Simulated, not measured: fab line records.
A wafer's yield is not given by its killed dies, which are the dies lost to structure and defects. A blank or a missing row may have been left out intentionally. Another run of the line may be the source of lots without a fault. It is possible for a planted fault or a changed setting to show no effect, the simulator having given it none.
A single fault, viewed from 2 desks ; flow berkeley cmos170 ; every desk sees just its own numbers, and what lay behind them comes last

AT THE TOOL OWNER'S DESK: rie si-02
The tool's own readings at UCB170_GATE_ETCH_15 (etches poly-Si in HBr/Cl2, stops on SiO2, time 56.3 s, target depth 278.2 nm): means of the sampled wafers that have a number, for each lot that ran on this tool. A lot is out of limits, marked OUT, if its mean lies more than 4 standard deviations from the usual mean; the brackets give that distance.
Columns: A = drypump motor current A at UCB170_GATE_ETCH_15, usual 5.7 A; B = oes product au at UCB170_GATE_ETCH_15, usual 0.830 a.u.; C = run length s at UCB170_GATE_ETCH_15, usual 84.8 s; D = throttle valve pct at UCB170_GATE_ETCH_15, usual 26.33 %
lot;first seen here;A;B;C;D
L812;day 7 14:58;6.1;0.824;84.8;26.38
L810;day 7 15:17;6.1;0.834;85.0;26.12
L813;day 8 03:58;6.7;0.970 (+9.3) OUT;62.6 (-49) OUT;26.34
L828;day 11 11:26;6.0;0.821;84.7;26.51
L829;day 11 19:57;5.8;0.834;84.5;26.27
L832;day 11 20:26;5.7;0.823;84.4;26.39
Finding of this desk: L813 out of limits; the first was L813 at day 8 03:58, on oes product au at UCB170_GATE_ETCH_15. In limits: L812, L810, L828, L829, L832.

THE METROLOGY DESK
What the gauges read for every lot (on any tool): the sampled wafers with a number, averaged. A lot is out of limits, marked OUT, if its mean lies more than 4 standard deviations from the usual mean; the brackets give that distance.
Columns: A = cd nm at UCB170_PLDD_CD_MEAS_06, usual 1200.1 nm
lot;first seen here;A
L812;day 7 16:43;1200.2
L810;day 7 17:05;1200.4
L818;day 9 09:47;1200.7
L820;day 9 15:55;1198.7
L821;day 10 00:52;1202.1
L823;day 10 08:59;1198.2
L825;day 10 21:46;1198.4
L828;day 11 13:12;1199.7
L830;day 11 22:15;1201.4
L829;day 11 22:22;1200.8
L832;day 11 22:58;1200.4
L831;day 11 23:03;1200.9
This desk's finding: nothing out of limits on any of the 12 lots.

TAKEN TOGETHER
The tool owner's desk could have raised an alarm at day 8 03:58, on L813.
Metrology desk: nothing out of limits seen.
The metrology desk has no number on record for L813.
UCB170_GATE_ETCH_15 was run on rie si-02 by each of the lots named.

WHAT WAS PUT IN BY THE SIMULATOR
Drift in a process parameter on rie si-02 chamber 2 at UCB170_GATE_ETCH_15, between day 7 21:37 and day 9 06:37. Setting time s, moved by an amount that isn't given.
Lots struck among those shown: L813.
Delay in hours, fault start to first out-of-limits reading, by desk: the tool owner's desk at 6.
